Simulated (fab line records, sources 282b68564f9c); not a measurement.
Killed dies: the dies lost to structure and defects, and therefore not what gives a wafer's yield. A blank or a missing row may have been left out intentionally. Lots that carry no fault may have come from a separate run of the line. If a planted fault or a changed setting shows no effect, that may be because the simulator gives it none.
fab line records	flow ritCmos
[record] lots = 14	wafers = 42	lastDay = 7
route steps=202 shown FOX2@23 M1@202
lots with no fault: from the same line, run without faults
startH: hours from the record's opening day to when the first of the lot's shown wafers began	waitH: hours elapsed since this lot's preceding step	" same as the row above	L1.1+2: a row that stands for several wafers	- no value present, or no start provided	* or withheld: withheld	< > ~ a bound
route shown NAME@n: names a module that has steps shown in the file, with the first one's number in the route	usual: the fault-free wafers' mean and standard deviation	same: alike in all rows	chamber/n: place in a boat	sites: the reading at each site	_std_site: how widely they spread, as a standard deviation	_edge_site: mean of outer sites minus mean of inner sites	radiusMm: how far each site lies from the wafer's centre	mask NAME#n: copy n	behind: tool/chamber where the wafer was last shaped	hold: why the lot was held/for how many hours/how that ended	device: transistor that didn't switch, given as n, p or np	end of line: tests of these same wafers at the route's end	where a step has no rows: the recipe by itself	killed: count of dies lost to structure and defects at first sort (not the wafer's yield)	map: a wafer's dies, marking killed ones x, the rest . and places with no die _
set.NAME: the setting the step ran with; set.NAME@STEP: the setting that earlier step ran with	model.NAME: the simulator's own value behind a step, which no gauge read
a sample of lots followed through the steps of the route, with each step as a table and each wafer as a row
services: a tool's chamber out of use, with start hour (startH, from the record's first day; less than 0 if before it), hours out, and reason
[[steps]]
[step RIT_FOX2_OXIDATION_00]
[recipe] tempC = 1100	ambient = H2O	targetThkA = 3507	pH2oTorr = 720	oxTimeS = 1130
[usual] spikeTcCentreC = 1103.0/1.7	spikeTcLoadC = 1126.8/1.1	spikeTcSourceC = 1126.4/1.3	tubeCenterTempC = 1100/0.098	tube_center_temp_C_max = 1102.9/0.49
lot.wafer	tool	chamber	startH	waitH	spikeTcCentreC	spikeTcLoadC	spikeTcSourceC	tubeCenterTempC	tube_center_temp_C_max
L742.2	furnace-01	0	17.05	0.1	1104.2	1127.5	1127.0	1100.1	1102.2
L742.5	"	0	"	"	1104.4	1127.6	1126.4	1100	1103.2
L742.6	"	0	"	"	1104.1	1127.8	1126.4	1100.1	1103.1
L743.2	furnace-03	0	23.29	0.1	1102.7	1126.9	1127.3	1100.1	1102.8
L743.3	"	0	"	"	1102.0	1126.9	1125.9	1100	1102.5
L743.5	"	0	"	"	1100.7	1125.8	1126.9	1100	1102.5
L744.2	furnace-01	0	27.84	0.0	1105.5	1127.4	1128.8	1099.8	1101.7
L744.3	"	0	"	"	1106.2	1126.8	1127.8	1100	1102.6
L744.6	"	0	"	"	1105.7	1126.1	1126.7	1100.1	1102.7
L746.1	furnace-01	0	39.70	0.0	1105.6	1126.5	1128.6	1100	1102.5
L746.3	"	0	"	"	1104.5	1124.9	1126.4	1099.8	1102.6
L746.6	"	0	"	"	1105.1	1127.2	1128.2	1100.2	1103.1
L747.2	furnace-01	0	45.06	0.0	1104.5	1127.5	1124.8	1100	1102.1
L747.5	"	0	"	"	1104.0	1127.6	1126.8	1100.1	1102.7
L747.6	"	0	"	"	1106.9	1128.7	1126.2	1099.8	1103.1
L748.1	furnace-02	0	48.45	0.3	1101.2	1126.1	1124.5	1099.9	1103.1
L748.3	"	0	"	"	1102.0	1125.0	1124.2	1100	1103.8
L748.5	"	0	"	"	1100.5	1126.9	1123.4	1100.1	1102.5
L749.1	furnace-01	0	53.92	0.1	1105.2	1127.5	1126.6	1100.1	1102.5
L749.2	"	0	"	"	1106.1	1126.7	1127.1	1099.9	1102.6
L749.6	"	0	"	"	1104.3	1127.9	1127.7	1100	1102.8
L750.3	furnace-03	0	57.61	0.0	1102.0	1126.9	1127.3	1099.9	1102.8
L750.5	"	0	"	"	1103.5	1127.0	1126.0	1100	1102.6
L750.6	"	0	"	"	1100.5	1126.4	1125.6	1100	1103.3
L758.2	furnace-01	0	98.56	0.8	1152.6	1177.7	1176.7	1150.6	1154.6
L758.3	"	0	"	"	1154.7	1178.7	1179.2	1150.7	1153.6
L758.6	"	0	"	"	1157.9	1178.5	1178.8	1150.7	1153.9
L759.1	furnace-01	0	102.12	0.0	1155.1	1179.6	1177.5	1150.6	1153.8
L759.2	"	0	"	"	1154.5	1177.6	1177.8	1150.7	1153.0
L759.6	"	0	"	"	1153.6	1178.4	1176.8	1150.7	1153.0
L762.3	furnace-02	0	117.00	0.0	1101.2	1124.0	1125.3	1100	1103.3
L762.5	"	0	"	"	1100.6	1127.0	1125.6	1100	1102.7
L762.6	"	0	"	"	1102.2	1128.0	1123.9	1099.9	1103.8
L763.3	furnace-02	0	122.17	0.0	1101.1	1126.9	1125.9	1100.1	1102.6
L763.5	"	0	"	"	1101.8	1126.0	1126.5	1100	1102.8
L763.6	"	0	"	"	1102.8	1125.1	1124.4	1100	1102.9
L764.1	furnace-03	0	128.21	1.2	1101.2	1125.4	1127.0	1100.1	1102.7
L764.3	"	0	"	"	1101.0	1126.6	1127.6	1100	1102.7
L764.4	"	0	"	"	1103.1	1127.4	1125.8	1100.1	1103.0
L765.3	furnace-03	0	134.25	0.0	1103.6	1128.6	1128.1	1100	1102.4
L765.4	"	0	"	"	1104.3	1125.1	1126.1	1100	1102.4
L765.6	"	0	"	"	1104.3	1126.2	1126.9	1100	1102.8
[step RIT_FOX2_THK_MEAS_01]
[recipe] reads = SiO2_of_FOX2_OXIDATION_00
[usual] FOX2_OXIDE_THK = 350/6.8
lot.wafer	tool	chamber	startH	waitH	FOX2_OXIDE_THK[nm]
L742.2	filmMetro-03	-	18.38	0.0	333
L742.5	"	-	"	"	337
L742.6	"	-	"	"	334
L743.2	filmMetro-04	-	24.62	0.0	333
L743.3	"	-	"	"	333
L743.5	"	-	"	"	341
L744.2	filmMetro-04	-	29.17	0.0	356
L744.3	"	-	"	"	349
L744.6	"	-	"	"	349
L746.1	filmMetro-01	-	41.02	0.0	353
L746.3	"	-	"	"	360
L746.6	"	-	"	"	356
L747.2	filmMetro-01	-	46.38	0.0	361
L747.5	"	-	"	"	360
L747.6	"	-	"	"	357
L748.1	filmMetro-04	-	49.76	0.0	349
L748.3	"	-	"	"	351
L748.5	"	-	"	"	349
L749.1	filmMetro-04	-	55.23	0.0	362
L749.2	"	-	"	"	351
L749.6	"	-	"	"	352
L750.3	filmMetro-03	-	58.95	0.0	349
L750.5	"	-	"	"	340
L750.6	"	-	"	"	347
L758.2	filmMetro-01	-	99.88	0.0	425
L758.3	"	-	"	"	425
L758.6	"	-	"	"	427
L759.1	filmMetro-04	-	103.43	0.0	426
L759.2	"	-	"	"	424
L759.6	"	-	"	"	431
L762.3	filmMetro-03	-	118.33	0.0	348
L762.5	"	-	"	"	352
L762.6	"	-	"	"	350
L763.3	filmMetro-03	-	123.51	0.0	354
L763.5	"	-	"	"	343
L763.6	"	-	"	"	351
L764.1	filmMetro-03	-	129.53	0.0	346
L764.3	"	-	"	"	348
L764.4	"	-	"	"	343
L765.3	filmMetro-03	-	135.59	0.0	347
L765.4	"	-	"	"	347
L765.6	"	-	"	"	349
[step RIT_FOX2_THK_MEAS_90]
[recipe] reads = SiO2_of_FOX2_OXIDATION_00
[usual] FIELD_OXIDE_LEFT_1_THK = 324/6.7
lot.wafer	tool	chamber	startH	waitH	FIELD_OXIDE_LEFT_1_THK[nm]
L742.2	filmMetro-04	-	19.26	0.0	307
L742.5	"	-	"	"	310
L742.6	"	-	"	"	308
L743.2	filmMetro-03	-	25.50	0.0	306
L743.3	"	-	"	"	307
L743.5	"	-	"	"	314
L744.2	filmMetro-01	-	30.06	0.0	330
L744.3	"	-	"	"	323
L744.6	"	-	"	"	323
L746.1	filmMetro-01	-	41.90	0.0	326
L746.3	"	-	"	"	334
L746.6	"	-	"	"	329
L747.2	filmMetro-03	-	47.33	0.0	334
L747.5	"	-	"	"	334
L747.6	"	-	"	"	330
L748.1	filmMetro-01	-	50.78	0.0	323
L748.3	"	-	"	"	325
L748.5	"	-	"	"	323
L749.1	filmMetro-03	-	56.11	0.0	336
L749.2	"	-	"	"	324
L749.6	"	-	"	"	325
L750.3	filmMetro-01	-	59.83	0.0	323
L750.5	"	-	"	"	313
L750.6	"	-	"	"	321
L758.2	filmMetro-04	-	100.76	0.0	399
L758.3	"	-	"	"	398
L758.6	"	-	"	"	400
L759.1	filmMetro-04	-	104.31	0.0	399
L759.2	"	-	"	"	397
L759.6	"	-	"	"	404
L762.3	filmMetro-04	-	119.29	0.0	321
L762.5	"	-	"	"	326
L762.6	"	-	"	"	323
L763.3	filmMetro-03	-	124.46	0.0	328
L763.5	"	-	"	"	316
L763.6	"	-	"	"	324
L764.1	filmMetro-04	-	130.41	0.0	319
L764.3	"	-	"	"	322
L764.4	"	-	"	"	316
L765.3	filmMetro-03	-	136.54	0.0	320
L765.4	"	-	"	"	321
L765.6	"	-	"	"	322
[step RIT_FOX2_THK_MEAS_91]
[recipe] reads = SiO2_of_FOX2_OXIDATION_00
[usual] FIELD_OXIDE_LEFT_2_THK = 255/6.7
lot.wafer	tool	chamber	startH	waitH	FIELD_OXIDE_LEFT_2_THK[nm]
L742.2	filmMetro-03	-	32.06	0.0	239
L742.5	"	-	"	"	242
L742.6	"	-	"	"	240
L743.2	filmMetro-01	-	38.10	0.0	239
L743.3	"	-	"	"	240
L743.5	"	-	"	"	247
L744.2	filmMetro-04	-	44.69	0.0	263
L744.3	"	-	"	"	255
L744.6	"	-	"	"	255
L746.1	filmMetro-01	-	56.14	0.0	257
L746.3	"	-	"	"	265
L746.6	"	-	"	"	261
L747.2	filmMetro-01	-	59.69	0.0	267
L747.5	"	-	"	"	266
L747.6	"	-	"	"	263
L748.1	filmMetro-04	-	62.85	0.0	256
L748.3	"	-	"	"	257
L748.5	"	-	"	"	255
L749.1	filmMetro-04	-	68.64	0.0	267
L749.2	"	-	"	"	256
L749.6	"	-	"	"	257
L750.3	filmMetro-01	-	72.60	0.0	255
L750.5	"	-	"	"	245
L750.6	"	-	"	"	252
L758.2	filmMetro-04	-	113.07	0.0	330
L758.3	"	-	"	"	330
L758.6	"	-	"	"	331
L759.1	filmMetro-01	-	116.65	0.0	330
L759.2	"	-	"	"	329
L759.6	"	-	"	"	335
L762.3	filmMetro-04	-	132.07	0.0	252
L762.5	"	-	"	"	257
L762.6	"	-	"	"	254
L763.3	filmMetro-01	-	137.37	0.0	260
L763.5	"	-	"	"	248
L763.6	"	-	"	"	256
L764.1	filmMetro-01	-	142.68	0.0	252
L764.3	"	-	"	"	254
L764.4	"	-	"	"	248
L765.3	filmMetro-01	-	149.24	0.0	251
L765.4	"	-	"	"	252
L765.6	"	-	"	"	254
[step RIT_M1_PROBE_99]
[usual] killedAtContacts = 0.1/0.32	killedAtFrontEnd = 6.7/2.9	killedDies = 6.8/2.9	killedOpen = 3.3/1.7	killedShort = 3.4/2.1
[same] grossDies = 264	killed_at_M0_to_M3 = 0	killed_at_M4_up = 0	killedAtBackSide = 0	killedAtOther = 0
lot.wafer	tool	chamber	startH	waitH	killedAtContacts	killedAtFrontEnd	killedDies	killedOpen	killedShort
L743.2	prober-01	-	68.72	0.1	0	5	5	3	2
L743.3	prober-01	-	68.77	0.2	0	10	10	6	4
L743.5	prober-01	-	68.87	0.2	0	7	7	1	6
L747.2	prober-01	-	84.63	0.1	0	8	8	4	4
L747.5	prober-01	-	84.78	0.2	0	8	8	5	3
L747.6	prober-01	-	84.83	0.2	0	11	11	6	5
L758.2	prober-02	-	140.25	0.1	0	9	9	6	2
L758.3	prober-02	-	140.30	0.2	0	5	5	3	2
L758.6	prober-02	-	140.45	0.2	0	10	10	4	6
L759.1	prober-01	-	143.88	0.1	0	6	6	3	3
L759.2	prober-01	-	143.93	0.1	0	13	13	5	8
L759.6	prober-01	-	144.13	0.2	0	11	11	3	8
L762.3	prober-02	-	157.08	0.2	0	6	6	2	4
L762.5	prober-02	-	157.18	0.2	1	10	11	3	8
L762.6	prober-02	-	157.23	0.2	0	7	7	4	3
L763.3	prober-01	-	165.17	0.2	1	7	8	2	6
L763.5	prober-01	-	165.27	0.2	0	7	7	2	5
L763.6	prober-01	-	165.32	0.2	0	4	4	2	2
L764.1	prober-02	-	169.43	0.1	0	3	3	1	2
L764.3	prober-02	-	169.53	0.2	0	4	4	3	1
L764.4	prober-02	-	169.58	0.2	0	7	7	5	2
L765.3	prober-01	-	177.24	0.2	0	6	6	4	2
L765.4	prober-01	-	177.29	0.2	0	3	3	2	1
L765.6	prober-01	-	177.39	0.2	0	7	7	2	5
// killed by level:class
L743.2 SPACER:geometricParticle:open=2 GATE:geometricParticle:open=1 GATE:geometricParticle:short=1 SPACER:geometricParticle:short=1
L743.3 SPACER:geometricParticle:open=3 ACTIVE:geometricParticle:open=1 FOX1:geometricParticle:short=1 FOX1:geometricParticle:open=1 GATE:geometricParticle:open=1 GATE:geometricParticle:short=1 REOX:geometricParticle:short=1 SILICIDE:geometricParticle:short=1
L743.5 GATE:geometricParticle:short=3 FOX1:geometricParticle:short=2 SPACER:geometricParticle:open=1 SILICIDE:geometricParticle:short=1
L747.2 FOX1:geometricParticle:open=2 FOX1:geometricParticle:short=2 GATE:geometricParticle:short=2 SILICIDE:geometricParticle:open=2
L747.5 GATE:geometricParticle:open=3 FOX1:geometricParticle:short=1 FOX1:geometricParticle:open=1 SILICIDE:geometricParticle:open=1 GATE:geometricParticle:short=1 REOX:geometricParticle:short=1
L747.6 GATE:geometricParticle:open=5 GATE:geometricParticle:short=2 SILICIDE:geometricParticle:short=2 FOX1:geometricParticle:open=1 REOX:geometricParticle:short=1
L758.2 GATE:geometricParticle:open=3 FOX1:geometricParticle:open=1 GATE:geometricParticle:short=1 REOX:geometricParticle:short=1 REOX:geometricParticle:open=1 SPACER:geometricParticle:open=1 NLDD:coatMicrobubblePrinted=1
L758.3 GATE:geometricParticle:open=2 FOX1:geometricParticle:short=1 GATE:geometricParticle:short=1 SILICIDE:geometricParticle:open=1
L758.6 SPACER:geometricParticle:short=3 SILICIDE:geometricParticle:open=2 FOX1:geometricParticle:short=1 GATE:geometricParticle:open=1 REOX:geometricParticle:short=1 SPACER:geometricParticle:open=1 SILICIDE:geometricParticle:short=1
L759.1 SPACER:geometricParticle:open=2 FOX2:geometricParticle:short=1 GATE:geometricParticle:short=1 REOX:geometricParticle:open=1 SILICIDE:geometricParticle:short=1
L759.2 FOX1:geometricParticle:short=3 SILICIDE:geometricParticle:open=2 FOX2:geometricParticle:open=2 GATE:geometricParticle:short=2 SPACER:geometricParticle:short=2 SPACER:geometricParticle:open=1 SILICIDE:geometricParticle:short=1
L759.6 FOX2:geometricParticle:short=2 FOX2:geometricParticle:open=2 SPACER:geometricParticle:short=2 SILICIDE:geometricParticle:short=2 FOX1:geometricParticle:short=1 GATE:geometricParticle:short=1 GATE:geometricParticle:open=1
L762.3 REOX:geometricParticle:short=2 FOX2:geometricParticle:short=1 GATE:geometricParticle:open=1 GATE:geometricParticle:short=1 SPACER:geometricParticle:open=1
L762.5 GATE:geometricParticle:short=4 SPACER:geometricParticle:open=2 FOX1:geometricParticle:short=1 SPACER:geometricParticle:short=1 SILICIDE:geometricParticle:short=1 SILICIDE:geometricParticle:open=1 CONTACT:geometricParticle:short=1
L762.6 GATE:geometricParticle:open=2 FOX1:geometricParticle:open=1 FOX1:geometricParticle:short=1 REOX:geometricParticle:short=1 SILICIDE:geometricParticle:open=1 SILICIDE:geometricParticle:short=1
L763.3 GATE:geometricParticle:short=3 FOX1:geometricParticle:short=2 GATE:geometricParticle:open=1 REOX:geometricParticle:open=1 CONTACT:geometricParticle:short=1
L763.5 GATE:geometricParticle:short=2 REOX:geometricParticle:short=2 FOX2:geometricParticle:short=1 GATE:geometricParticle:open=1 SPACER:geometricParticle:open=1
L763.6 GATE:geometricParticle:short=2 FOX2:geometricParticle:open=1 GATE:geometricParticle:open=1
L764.1 FOX1:geometricParticle:short=1 GATE:geometricParticle:short=1 GATE:geometricParticle:open=1
L764.3 REOX:geometricParticle:open=2 FOX1:geometricParticle:open=1 SILICIDE:geometricParticle:short=1
L764.4 FOX1:geometricParticle:open=1 SPACER:geometricParticle:open=1 FOX2:geometricParticle:open=1 GATE:geometricParticle:open=1 GATE:geometricParticle:short=1 REOX:geometricParticle:open=1 SILICIDE:geometricParticle:short=1
L765.3 SPACER:geometricParticle:open=2 FOX2:geometricParticle:open=1 GATE:geometricParticle:short=1 REOX:geometricParticle:open=1 SPACER:geometricParticle:short=1
L765.4 FOX2:geometricParticle:open=1 REOX:geometricParticle:short=1 SPACER:geometricParticle:open=1
L765.6 FOX1:geometricParticle:short=3 FOX2:geometricParticle:open=1 GATE:geometricParticle:short=1 SPACER:geometricParticle:open=1 SILICIDE:geometricParticle:short=1
[[services]]
tool	chamber	startH	hours	kind
furnace-03	-	34.33	3.5	pm
furnace-02	-	52.84	3.1	pm
furnace-01	-	125.27	29.1	pm
[[key]]
[firstSign] step = RIT_FOX2_OXIDATION_00	reading = tubeCenterTempC	direction = up	sigmas = 99+	usual = *	struck = *
[effect] step = RIT_FOX2_OXIDATION_00	reading = tube_center_temp_C_max	direction = up	sigmas = 99+	usual = *	struck = *
[effect] step = RIT_FOX2_THK_MEAS_01	reading = FOX2_OXIDE_THK	direction = up	sigmas = 11	usual = 350	struck = 426
[effect] step = RIT_FOX2_THK_MEAS_90	reading = FIELD_OXIDE_LEFT_1_THK	direction = up	sigmas = 11	usual = 324	struck = 399
[effect] step = RIT_FOX2_THK_MEAS_91	reading = FIELD_OXIDE_LEFT_2_THK	direction = up	sigmas = 11	usual = 255	struck = 331
metAt RIT_FOX2_OXIDATION_00
struckLots L758,L759
testerLeftOut L758,L759
onsetBetween 53.92 98.56
[fault] kind = processParameterDrift	tool = furnace-01	chamber = -	onsetH = 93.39	steps = RIT_FOX2_OXIDATION_00	channel = tempC	offset = *	shape = step	endH = 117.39	actsIn = *	stated = *
// testerLeftOut: of these lots the tester's yield and bins aren't shown, on N5 and GAA mostly nor the transistor test; their killed dies are dies lost to structure and defects alone, not to doping, threshold or leakage, so they don't give the yield
